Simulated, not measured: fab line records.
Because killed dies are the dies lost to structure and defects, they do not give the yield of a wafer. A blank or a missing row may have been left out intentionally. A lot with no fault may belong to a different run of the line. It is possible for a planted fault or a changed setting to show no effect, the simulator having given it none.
fab line records | flow rit-cmos
record lots=14 wafers=42 last-day=7
route steps=202 shown SILICIDE@162 M1@202
lots that met no fault: from a run of the same line without faults
start-h: hours from the record's opening day to when the first of the lot's shown wafers began | wait-h: hours from the lot's prior step to this one | " identical to the entry in the row above | L1.1+2: one row covering several wafers at once | - no value, or no start given | * or withheld: withheld | < > ~ a bound
route shown NAME@n: NAME is a module with steps in the file, n the number in the route of the first one | usual: the fault-free wafers' mean and standard deviation | same: alike in all rows | chamber/n: place in a boat | sites: per-site readings | _std_site: how widely they spread, as a standard deviation | _edge_site: mean of outer sites minus mean of inner sites | radius-mm: how far each site lies from the wafer's centre | mask NAME#n: copy n | behind: the tool/chamber that last shaped the wafer | hold: cause of the lot's hold/its duration in hours/its outcome | device: names the non-switching transistor (n, p or np) | end of line: the same wafers' tests at the end of the route | a step with no rows: only its recipe | killed: dies lost to structure and defects at the first sort, not the wafer's yield | map: a wafer's dies, x killed, . not, _ none there
set.NAME: the setting the step ran with; set.NAME@STEP: the setting that earlier step ran with | model.NAME: the simulator's own value behind a step, which no gauge read
the route's steps for a sample of lots (tables are steps, rows are wafers)
services: a tool's chamber out of use, with start hour (start-h, from the record's first day; less than 0 if before it), hours out, and reason
## steps
# step RIT_SILICIDE_SPUTTER_01
# recipe material=Ti target-thk-nm=30 power-w=350 chamber-pressure-pa=0.667 gas=Ar time-s=240 substrate-temp-c=25
# usual throttle-valve-pct=29.9/0.91
# columns lot.wafer tool chamber start-h wait-h throttle-valve-pct
L805.1 pvd-sputter-01 - 53.72 0.0 30.4
L805.4 " - " " 31.5
L805.6 " - " " 31.4
L806.1 pvd-sputter-03 - 56.57 0.0 30.2
L806.3 " - " " 29.0
L806.4 " - " " 29.8
L807.2 pvd-sputter-01 - 61.40 0.0 31.0
L807.4 " - " " 31.0
L807.6 " - " " 31.4
L808.3 pvd-sputter-03 - 69.22 0.0 29.7
L808.4 " - " " 30.8
L808.5 " - " " 29.4
L809.2 pvd-sputter-04 - 71.76 0.0 29.1
L809.4 " - " " 30.6
L809.6 " - " " 30.3
L810.1 pvd-sputter-03 - 82.40 0.0 30.7
L810.2 " - " " 29.8
L810.5 " - " " 29.1
L811.1 pvd-sputter-04 - 84.12 0.0 29.0
L811.2 " - " " 31.5
L811.6 " - " " 30.3
L812.3 pvd-sputter-03 - 87.12 0.0 30.9
L812.4 " - " " 30.0
L812.6 " - " " 29.1
L813.2 pvd-sputter-04 - 92.43 0.0 30.3
L813.3 " - " " 31.7
L813.6 " - " " 29.0
L814.3 pvd-sputter-03 - 100.14 0.0 29.9
L814.4 " - " " 30.1
L814.6 " - " " 30.6
L815.1 pvd-sputter-04 - 105.18 0.0 30.4
L815.2 " - " " 31.6
L815.6 " - " " 28.9
L820.1 pvd-sputter-03 - 125.46 0.0 30.1
L820.5 " - " " 30.6
L820.6 " - " " 30.4
L822.1 pvd-sputter-03 - 136.36 0.0 29.9
L822.2 " - " " 30.6
L822.6 " - " " 29.9
L827.2 pvd-sputter-04 - 162.54 0.0 31.6
L827.4 " - " " 28.6
L827.5 " - " " 28.7
# step RIT_SILICIDE_RS_MEAS_02
# recipe thk-meas-gauge=four-point-probe reads=Ti_of_SILICIDE_SPUTTER_01
# usual SILICIDE_TI_RS=47.8/0.75
# columns lot.wafer tool chamber start-h wait-h hold SILICIDE_TI_RS[ohm/sq]
L805.1 film-metro-03 - 53.87 0.1 - 48.0
L805.4 " - " " - 49.2
L805.6 " - " " - 48.1
L806.1 film-metro-01 - 56.72 0.1 - 46.7
L806.3 " - " " - 47.1
L806.4 " - " " - 47.2
L807.2 film-metro-03 - 61.57 0.1 - 47.5
L807.4 " - " " - 47.1
L807.6 " - " " - 47.0
L808.3 film-metro-04 - 69.41 0.1 - 48.4
L808.4 " - " " - 48.0
L808.5 " - " " - 48.2
L809.2 film-metro-03 - 71.93 0.1 - 48.6
L809.4 " - " " - 48.5
L809.6 " - " " - 48.7
L810.1 film-metro-04 - 82.55 0.1 - 47.0
L810.2 " - " " - 47.5
L810.5 " - " " - 47.3
L811.1 film-metro-04 - 84.27 0.1 - 48.6
L811.2 " - " " - 48.5
L811.6 " - " " - 48.0
L812.3 film-metro-04 - 87.31 0.1 - 47.2
L812.4 " - " " - 48.0
L812.6 " - " " - 47.3
L813.2 film-metro-01 - 92.60 0.1 - 48.4
L813.3 " - " " - 49.0
L813.6 " - " " - 48.2
L814.3 film-metro-01 - 100.33 0.1 - 47.2
L814.4 " - " " - 47.5
L814.6 " - " " - 46.6
L815.1 film-metro-01 - 105.33 0.1 - 47.4
L815.2 " - " " - 48.7
L815.6 " - " " - 47.6
L820.1 film-metro-03 - 125.61 0.1 await-dispo/0.2h/release 48.5
L820.5 " - " " await-dispo/0.2h/release 54.2
L820.6 " - " " await-dispo/0.2h/release 48.4
L820.1 film-metro-03 - 125.90 0.3 - 49.0
L820.5 " - " " - 54.7
L820.6 " - " " - 48.9
L822.1 film-metro-01 - 136.51 0.1 await-dispo/0.2h/release 47.6
L822.2 " - " " await-dispo/0.2h/release 53.4
L822.6 " - " " await-dispo/0.2h/release 47.8
L822.1 film-metro-01 - 136.80 0.3 - 47.9
L822.2 " - " " - 53.9
L822.6 " - " " - 48.1
L827.2 film-metro-03 - 162.71 0.1 - 49.3
L827.4 " - " " - 48.6
L827.5 " - " " - 48.6
# step RIT_SILICIDE_THK_MEAS_03
# recipe thk-meas-gauge=xrf reads=Ti_of_SILICIDE_SPUTTER_01
# usual SILICIDE_TI_THK=29.6/0.43
# columns lot.wafer tool chamber start-h wait-h hold SILICIDE_TI_THK[nm]
L805.1 film-metro-03 - 53.99 0.1 - 29.4
L805.4 " - " " - 28.9
L805.6 " - " " - 29.5
L806.1 film-metro-01 - 56.84 0.1 - 30.5
L806.3 " - " " - 30.4
L806.4 " - " " - 30.3
L807.2 film-metro-03 - 61.68 0.1 - 29.7
L807.4 " - " " - 30.1
L807.6 " - " " - 30.0
L808.3 film-metro-04 - 69.51 0.1 - 29.4
L808.4 " - " " - 29.5
L808.5 " - " " - 29.5
L809.2 film-metro-03 - 72.04 0.1 - 29.1
L809.4 " - " " - 29.0
L809.6 " - " " - 28.8
L810.1 film-metro-04 - 82.67 0.1 - 30.1
L810.2 " - " " - 29.7
L810.5 " - " " - 29.8
L811.1 film-metro-04 - 84.39 0.1 - 29.3
L811.2 " - " " - 29.1
L811.6 " - " " - 29.4
L812.3 film-metro-04 - 87.41 0.1 - 29.8
L812.4 " - " " - 29.6
L812.6 " - " " - 29.9
L813.2 film-metro-01 - 92.71 0.1 - 29.4
L813.3 " - " " - 29.1
L813.6 " - " " - 29.5
L814.3 film-metro-01 - 100.43 0.1 - 29.9
L814.4 " - " " - 29.7
L814.6 " - " " - 30.1
L815.1 film-metro-01 - 105.45 0.1 - 29.9
L815.2 " - " " - 29.2
L815.6 " - " " - 29.8
L820.1 film-metro-03 - 128.77 2.9 await-dispo/0.2h/release 29.1
L820.5 " - " " await-dispo/0.2h/release 26.6
L820.6 " - " " await-dispo/0.2h/release 29.1
L820.1 film-metro-03 - 128.99 0.2 - 29.1
L820.5 " - " " - 26.7
L820.6 " - " " - 29.2
L822.1 film-metro-01 - 137.61 0.8 await-dispo/0.2h/release 29.8
L822.2 " - " " await-dispo/0.2h/release 27.0
L822.6 " - " " await-dispo/0.2h/release 29.6
L822.1 film-metro-01 - 137.84 0.2 - 29.8
L822.2 " - " " - 27.1
L822.6 " - " " - 29.6
L827.2 film-metro-03 - 162.82 0.1 - 29.0
L827.4 " - " " - 29.3
L827.5 " - " " - 29.2
# step RIT_M1_PROBE_99
# usual killed-at-contacts=0.0/0.2 killed-at-front-end=6.6/2.9 killed-dies=6.6/3 killed-open=3.4/2 killed-short=3.2/2
# same gross-dies=264 killed_at_M0_to_M3=0 killed_at_M4_up=0 killed-at-back-side=0 killed-at-other=0
# columns lot.wafer tool chamber start-h wait-h killed-at-contacts killed-at-front-end killed-dies killed-open killed-short
L820.1 prober-01 - 138.39 0.1 0 4 4 2 2
L820.5 prober-01 - 138.59 0.2 0 3 3 1 2
L820.6 prober-01 - 138.64 0.2 0 9 9 2 7
L822.1 prober-01 - 147.62 0.1 0 7 7 2 5
L822.2 prober-01 - 147.67 0.1 0 13 13 4 9
L822.6 prober-01 - 147.87 0.2 0 12 12 7 5
# killed by level:class
L820.1 FOX1:geometric-particle:open=1 GATE:geometric-particle:short=1 REOX:geometric-particle:short=1 SILICIDE:geometric-particle:open=1
L820.5 GATE:geometric-particle:short=2 GATE:geometric-particle:open=1
L820.6 FOX1:geometric-particle:short=2 GATE:geometric-particle:short=2 SILICIDE:geometric-particle:short=2 GATE:geometric-particle:open=1 REOX:geometric-particle:short=1 SPACER:geometric-particle:open=1
L822.1 FOX1:geometric-particle:short=3 FOX1:geometric-particle:open=1 GATE:geometric-particle:open=1 GATE:geometric-particle:short=1 SILICIDE:geometric-particle:short=1
L822.2 GATE:geometric-particle:short=5 GATE:geometric-particle:open=3 FOX1:geometric-particle:short=2 FOX1:geometric-particle:open=1 REOX:geometric-particle:short=1 SILICIDE:geometric-particle:short=1
L822.6 GATE:geometric-particle:open=5 GATE:geometric-particle:short=2 SILICIDE:geometric-particle:open=2 FOX1:geometric-particle:short=1 REOX:geometric-particle:short=1 SILICIDE:geometric-particle:short=1
## services
# columns tool chamber start-h hours kind
pvd-sputter-01 - 61.90 32.4 repair
pvd-sputter-03 - 64.77 0.5 repair
pvd-sputter-01 - 107.00 4.5 repair
## key
first-sign step=RIT_SILICIDE_RS_MEAS_02 reading=visit direction=added
effect step=RIT_SILICIDE_RS_MEAS_02 reading=SILICIDE_TI_RS direction=up sigmas=8 usual=47.8 struck=53.8
effect step=RIT_SILICIDE_THK_MEAS_03 reading=visit direction=added
effect step=RIT_SILICIDE_THK_MEAS_03 reading=SILICIDE_TI_THK direction=down sigmas=6.6 usual=29.6 struck=26.8
met-at RIT_SILICIDE_SPUTTER_01
struck-lots L820,L822
struck-wafers L820.5,L822.2
tester-left-out L820,L822
onset-between 100.14 125.46
fault kind=process-parameter-drift tool=pvd-sputter-03 chamber=- onset-h=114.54 steps=RIT_SILICIDE_SPUTTER_01 channel=target-thk-nm offset=-3 shape=step end-h=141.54 stated=30 scope=struck-wafers-only
# tester-left-out: of these lots the tester's yield and bins aren't shown, on N5 and GAA mostly nor the transistor test; their killed dies are dies lost to structure and defects alone, not to doping, threshold or leakage, so they don't give the yield
